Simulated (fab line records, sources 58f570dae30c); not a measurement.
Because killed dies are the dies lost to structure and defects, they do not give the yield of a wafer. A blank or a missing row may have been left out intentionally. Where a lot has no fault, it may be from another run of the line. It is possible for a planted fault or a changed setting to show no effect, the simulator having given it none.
Problem report, 8D (eight disciplines) form, completed by code | flow berkeley cmos170 | the parts of the form that need people (team, actions taken, sign-off) are left out

== 1. THE PROBLEM ==
oes product au at UCB170_M2_ETCH_17 reads a mean of 0.85 a.u. on 2 wafers of 2 lots; wafers without a fault read 0.99 a.u. with a standard deviation of 0.031. That puts it -4.4 standard deviations away from the usual mean.
The step: etches BARC in N2/H2.
First seen on wafer L919.3, day 11 05:47, on rie diel-04. The record has a number at this step for 42 wafers belonging to 14 lots. The rule behind "out" and "out of limits": a value lying over 4 standard deviations away from the usual mean. All remaining wafers that have a number are taken as sound.

== 2. WHAT IT IS; WHAT IT IS NOT ==
question                    | is                | is not
which readings at this step | oes product au    | chamber pressure mTorr, drypump motor current A, throttle valve pct
which lots                  | L919, L920        | L906, L907, L909, L910, L911, L912, L913, L915, L918, L926, L928, L929
which wafers of those lots  | L919.3, L920.6    | L919.1, L919.4, L920.2, L920.3
read on which tools         | rie diel-04       | rie diel-02, rie diel-03
when                        | from day 11 05:47 | up to then (26 sound wafers); but 14 sound wafers of L918, L920, L926, L928, L929 came after

== 3. WHAT RULES OUT EACH SUSPECT ==
Counting: a tool at a process step up to the reading stays a suspect if it ran every lot that is out. Sound lots after the first of them don't rule it out here, since some wafers of a struck lot are sound.
- rie diel-04 at UCB170_M2_ETCH_17 (etches BARC in N2/H2): kept. It processed each lot that is out (first: L919, day 11 05:47); up to then, its last sound lot is L915 (day 10 10:40). Out on those wafers are its own readings of oes product au.
- Within rie diel-04 at UCB170_M2_ETCH_17: the wafers that are out ran in chamber 0; their sound lot-mates ran in chambers 1, 2, 3.
Left after counting: rie diel-04 at UCB170_M2_ETCH_17.

== 4. THE CAUSE (what the simulator had put in) ==
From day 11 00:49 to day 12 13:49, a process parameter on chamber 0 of rie diel-04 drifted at UCB170_M2_ETCH_17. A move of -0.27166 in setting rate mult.
This tool alone remained once counting was done.

== 5. THE EFFECT CHAIN, in route order ==
Each row: a reading whose mean over the struck wafers that have a number lies more than 3 standard deviations from the usual. Readings are gone through only where the record gives a usual standard deviation; hours: the median, over the lots, of the time from a lot's start at the first step in this table giving one to that lot's start at this step; sigmas: the change measured in usual standard deviations.
hours | step              | reading        | usual     | on struck wafers | change | sigmas
0     | UCB170_M2_ETCH_17 | oes product au | 0.99 a.u. | 0.85             | -0.14  | -4.4
The process steps in it:
- UCB170_M2_ETCH_17: etches BARC in N2/H2.

== 6. HOW IT WOULD HAVE BEEN CAUGHT EARLIER ==
First out-of-limits reading in this record: day 11 05:47, which is 5 hours after fault onset at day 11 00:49.
